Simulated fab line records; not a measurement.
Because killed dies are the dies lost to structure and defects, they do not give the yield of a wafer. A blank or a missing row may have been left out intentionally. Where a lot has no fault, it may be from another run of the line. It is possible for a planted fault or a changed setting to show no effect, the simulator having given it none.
The tool behind it: which one? + flow ritCmos + 7 lots, 21 wafers sampled, at 2 steps of a route of 202

## WHAT THE GAUGES SHOWED, per wafer
RIT_PRETRO_TW_MEAS_10.
| lot  | measured    | on           | PRETRO_TW   |
|------|-------------|--------------|-------------|
| L101 | day 3 04:34 | filmMetro-04 | 477 479 478 |
| L103 | day 3 16:35 | filmMetro-02 | 482 482 481 |
| L106 | day 4 20:07 | filmMetro-01 | 489 492 490 |
| L109 | day 5 01:59 | filmMetro-01 | 472 468 470 |
| L114 | day 6 05:14 | filmMetro-01 | 470 472 471 |
| L116 | day 6 09:34 | filmMetro-04 | 476 478 475 |
| L121 | day 7 04:22 | filmMetro-02 | 480 479 481 |

## TOOL THAT RAN EACH LOT (tool first, then ch and the chambers of the sampled wafers, then the start)
| lot  | RIT_PRETRO_IMPLANT_08          |
|------|--------------------------------|
| L101 | implanter-01 ch 0, day 3 04:14 |
| L103 | implanter-04 ch 0, day 3 16:18 |
| L106 | implanter-04 ch 0, day 4 19:47 |
| L109 | implanter-03 ch 0, day 5 01:40 |
| L114 | implanter-01 ch 0, day 6 04:55 |
| L116 | implanter-03 ch 0, day 6 09:14 |
| L121 | implanter-01 ch 0, day 7 04:02 |
- RIT_PRETRO_IMPLANT_08

## THE ANSWER, worked out from the rows above alone
Rule: the lots themselves supply what counts as usual. The widest of any qualifying gaps counts: lots, ordered by their means at a reading, are off when they make up no more than a third of the lots, leave a main group of 4 or more, and stand apart from it by 3 or more times the standard deviation of that group's means. The tables above print the reading to a certain number of digits; a main group whose means all agree to those digits is not used. A lot without any number at a reading at which 4 lots or more have one is off too. The other lots that the step has rows for count as sound.
None of the lots is off at any reading shown; this tells nothing.

## WHAT THE SIMULATOR HAD INSERTED
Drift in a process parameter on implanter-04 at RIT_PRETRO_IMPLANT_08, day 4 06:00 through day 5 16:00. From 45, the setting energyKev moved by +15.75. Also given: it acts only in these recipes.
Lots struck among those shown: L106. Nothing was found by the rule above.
